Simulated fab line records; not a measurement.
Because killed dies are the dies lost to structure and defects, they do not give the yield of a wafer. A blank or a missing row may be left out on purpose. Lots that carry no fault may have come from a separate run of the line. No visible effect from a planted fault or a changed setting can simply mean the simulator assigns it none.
The tool behind it: which one?    flow berkeleyCmos170    14 lots with 42 wafers sampled at 7 steps, on a route of 331 steps

## WHAT THE GAUGES SHOWED, per wafer
UCB170_PLDD_OVL_MEAS_07. Usual: PLDD_OVL 1 nm, standard deviation 5.5.
lot   measured      on          PLDD_OVL (nm)  flag
L984  day 7 04:36   overlay-02  -1 -3 2        
L985  day 7 15:45   overlay-01  1 8 10         
L986  day 7 15:52   overlay-01  -2 0 2         
L987  day 8 04:32   overlay-01  8 8 5          
L991  day 8 19:52   overlay-01  -9 -5 -13      
L992  day 8 20:26   overlay-02  -4 4 -6        
L996  day 10 11:29  overlay-01  3 5 9          
L998  day 10 18:35  overlay-02  5 10 2         
L997  day 10 19:08  overlay-01  1 -1 8         
L100  day 11 14:14  overlay-01  2 -3 5         
L101  day 11 14:43  overlay-01  5 9 -1         
L103  day 11 21:28  overlay-01  2 2 2          
L106  day 12 17:12  overlay-02  -11 -5 -11     
L107  day 13 15:33  overlay-01  7 8 -1         

UCB170_NSD_OVL_MEAS_07. Usual: NSD_OVL 1 nm, standard deviation 6.7.
lot   measured      on          NSD_OVL (nm)  flag
L984  day 7 20:13   overlay-01  1 5 0         
L985  day 8 07:10   overlay-01  2 -7 -13      
L986  day 8 06:37   overlay-02  1 4 6         
L987  day 8 19:58   overlay-02  10 8 5        
L991  day 9 10:34   overlay-02  8 10 12       
L992  day 9 11:34   overlay-02  -6 1 -4       
L996  day 11 01:17  overlay-02  -8 -14 0      
L998  day 11 01:50  overlay-02  -3 -8 2       
L997  day 11 07:36  overlay-02  8 10 10       
L100  day 12 05:22  overlay-01  10 0 0        
L101  day 12 05:05  overlay-02  4 6 -1        
L103  day 12 06:50  overlay-02  -5 -5 -3      
L106  day 13 22:40  overlay-01  2 -4 4        
L107  day 14 06:25  overlay-02  7 1 4         

UCB170_M1_RS_MEAS_01: uses a four-point probe to measure. Usual: M1_AL_RS 0.0484 ohm/sq, standard deviation 0.00061.
lot   measured      on            M1_AL_RS (ohm/sq)     flag
L984  day 8 05:31   filmMetro-01  0.0475 0.0478 0.0479  
L985  day 8 15:56   filmMetro-01  0.0483 0.0484 0.0483  
L986  day 8 13:40   filmMetro-04  0.0473 0.0481 0.0476  
L987  day 9 04:03   filmMetro-01  0.0483 0.0479 0.0482  
L991  day 9 20:56   filmMetro-02  0.0490 0.0497 0.0498  
L992  day 9 20:33   filmMetro-02  0.0478 0.0479 0.0474  
L996  day 11 08:59  filmMetro-02  0.1495 0.0477 0.0479  OFF
L998  day 11 10:45  filmMetro-01  0.0484 0.0486 0.0482  
L997  day 11 15:44  filmMetro-01  0.1604 0.1592 0.0485  OFF
L100  day 12 14:13  filmMetro-01  0.0491 0.0489 0.0487  
L101  day 12 12:02  filmMetro-04  0.0470 0.0480 0.0471  
L103  day 12 14:50  filmMetro-02  0.0486 0.0489 0.0487  
L106  day 14 07:29  filmMetro-04  0.0480 0.0474 0.0477  
L107  day 14 17:27  filmMetro-01  0.0473 0.0480 0.0478  

UCB170_M1_THK_MEAS_02: measures by xrf. Usual: M1_AL_THK 610 nm, standard deviation 7.9.
lot   measured      on            M1_AL_THK (nm)  flag
L984  day 8 05:36   filmMetro-01  631 620 627     
L985  day 8 16:03   filmMetro-01  615 616 617     
L986  day 8 13:46   filmMetro-04  619 610 619     
L987  day 9 04:10   filmMetro-01  617 620 611     
L991  day 9 21:03   filmMetro-02  602 593 595     
L992  day 9 20:40   filmMetro-02  616 614 624     
L996  day 11 09:06  filmMetro-02  206 617 615     OFF
L998  day 11 10:52  filmMetro-01  614 610 614     
L997  day 11 15:50  filmMetro-01  192 195 608     OFF
L100  day 12 14:19  filmMetro-01  605 605 605     
L101  day 12 12:08  filmMetro-04  617 608 619     
L103  day 12 14:57  filmMetro-02  610 610 604     
L106  day 14 07:35  filmMetro-04  610 616 613     
L107  day 14 17:34  filmMetro-01  625 615 620     

UCB170_M3_CD_MEAS_90: target cd 700 nm. Usual: 702 nm for cdNm, sd 3.9.
lot   measured      on        cdNm (nm)    flag
L984  day 8 21:17   cdSem-01  705 706 701  
L985  day 9 06:20   cdSem-02  698 705 703  
L986  day 9 03:28   cdSem-01  700 705 705  
L987  day 9 18:52   cdSem-01  707 706 702  
L991  day 10 12:07  cdSem-01  707 710 712  
L992  day 10 09:58  cdSem-02  706 710 706  
L996  day 12 02:43  cdSem-02  703 699 702  
L998  day 12 03:58  cdSem-01  699 704 700  
L997  day 12 11:52  cdSem-01  699 697 701  
L100  day 14 02:04  cdSem-02  705 702 705  
L101  day 13 22:37  cdSem-02  700 702 702  
L103  day 14 02:30  cdSem-01  699 706 704  
L106  day 15 03:15  cdSem-01  699 704 700  
L107  day 15 13:50  cdSem-02  706 704 708  

## EACH LOT AND THE TOOL THAT RAN IT (in order: tool; ch and the chambers of the sampled wafers; start)
lot   UCB170_M1_SPUTTER_00         UCB170_M1_METAL_ETCH_12
L984  pvdSputter-03, day 8 05:23   rieMetal-04 ch 0,1, day 8 06:43
L985  pvdSputter-02, day 8 15:52   rieMetal-04 ch 0,1, day 8 17:55
L986  pvdSputter-02, day 8 13:34   rieMetal-03 ch 0,1, day 8 15:21
L987  pvdSputter-02, day 9 03:58   rieMetal-01 ch 0,1, day 9 05:41
L991  pvdSputter-01, day 9 20:52   rieMetal-03 ch 0,1, day 9 22:29
L992  pvdSputter-02, day 9 20:28   rieMetal-01 ch 0,1, day 9 22:15
L996  pvdSputter-02, day 11 08:55  rieMetal-03 ch 0, day 11 10:14
L998  pvdSputter-01, day 11 10:41  rieMetal-01 ch 0,1, day 11 11:58
L997  pvdSputter-02, day 11 15:37  rieMetal-04 ch 0,1, day 11 17:28
L100  pvdSputter-03, day 12 14:07  rieMetal-01 ch 0,1, day 12 16:03
L101  pvdSputter-03, day 12 11:57  rieMetal-01 ch 0,1, day 12 13:15
L103  pvdSputter-01, day 12 14:46  rieMetal-04 ch 0,1, day 12 16:52
L106  pvdSputter-02, day 14 07:23  rieMetal-01 ch 0, day 14 08:53
L107  pvdSputter-02, day 14 17:23  rieMetal-01 ch 0,1, day 14 19:32
- UCB170_M1_SPUTTER_00: material Al, target thk 600 nm, time 80 s.
- UCB170_M1_METAL_ETCH_12: etches Al in Cl2/BCl3, stops on PSG, target depth 780 nm, time 130 s.

## WHAT THE TOOLS THEMSELVES READ (means of the sampled wafers that have a number; where no wafer has one, the mark that the record gives instead)
UCB170_M1_SPUTTER_00. Usual: 30.7 % for throttleValvePct, sd 1.1.
lot   tool           throttleValvePct (%)  flag
L984  pvdSputter-03  30.5                  
L985  pvdSputter-02  30.5                  
L986  pvdSputter-02  30.8                  
L987  pvdSputter-02  29.9                  
L991  pvdSputter-01  31.4                  
L992  pvdSputter-02  30.0                  
L996  pvdSputter-02  29.9                  
L998  pvdSputter-01  31.3                  
L997  pvdSputter-02  29.4                  
L100  pvdSputter-03  30.5                  
L101  pvdSputter-03  30.4                  
L103  pvdSputter-01  32.1                  
L106  pvdSputter-02  30.9                  
L107  pvdSputter-02  30.8                  

UCB170_M1_METAL_ETCH_12. Usual: biasW 120.0 W, standard deviation 0.35; drypumpMotorCurrentA 5.8 A, standard deviation 0.39; oesProductAu 0.844 a.u., standard deviation 0.018; throttleValvePct 24.41 %, standard deviation 0.098.
lot   tool         biasW (W)  drypumpMotorCurrentA (A)  oesProductAu (a.u.)  throttleValvePct (%)  flag
L984  rieMetal-04  120.0      6.1                       0.847                24.36                 
L985  rieMetal-04  119.8      6.1                       0.838                24.36                 
L986  rieMetal-03  119.7      5.7                       0.837                24.54                 
L987  rieMetal-01  120.0      5.7                       0.858                24.35                 
L991  rieMetal-03  119.8      5.8                       0.826                24.55                 
L992  rieMetal-01  119.9      5.4                       0.851                24.36                 
L996  rieMetal-03  120.1      5.7                       0.732                24.46                 OFF
L998  rieMetal-01  119.7      5.7                       0.859                24.35                 
L997  rieMetal-04  120.1      6.2                       0.627                24.58                 OFF
L100  rieMetal-01  119.9      5.7                       0.852                24.34                 
L101  rieMetal-01  120.2      5.4                       0.857                24.36                 
L103  rieMetal-04  119.9      6.1                       0.831                24.41                 
L106  rieMetal-01  120.2      6.0                       0.872                24.32                 
L107  rieMetal-01  120.2      5.4                       0.874                24.32                 

## THE ANSWER, worked out from the rows above alone
Rule: lot off if the mean of its wafers having a number is beyond 3 standard deviations from the usual mean. A lot without any number at a reading at which 4 lots or more have one is off too. Any other lot the step has rows for is counted as sound. First the gauges in route order, then the tools' own readings, where a lot's mean is used as printed above. At the first step where some lot is off, the reading lying furthest off is the one used; lots without a number count as furthest.
Off: at UCB170_M1_RS_MEAS_01 (M1_AL_RS), L996, L997.
A tool fits if, at a process step before that reading, it ran every lot that is off, and no sound lot after the first of them. The gauges at UCB170_M1_RS_MEAS_01 aren't tried: what is off there is off at UCB170_M1_METAL_ETCH_12 too, on other tools, and a gauge's error can't cause that. No candidate that was tried fits.

## WHAT WAS PUT IN BY THE SIMULATOR
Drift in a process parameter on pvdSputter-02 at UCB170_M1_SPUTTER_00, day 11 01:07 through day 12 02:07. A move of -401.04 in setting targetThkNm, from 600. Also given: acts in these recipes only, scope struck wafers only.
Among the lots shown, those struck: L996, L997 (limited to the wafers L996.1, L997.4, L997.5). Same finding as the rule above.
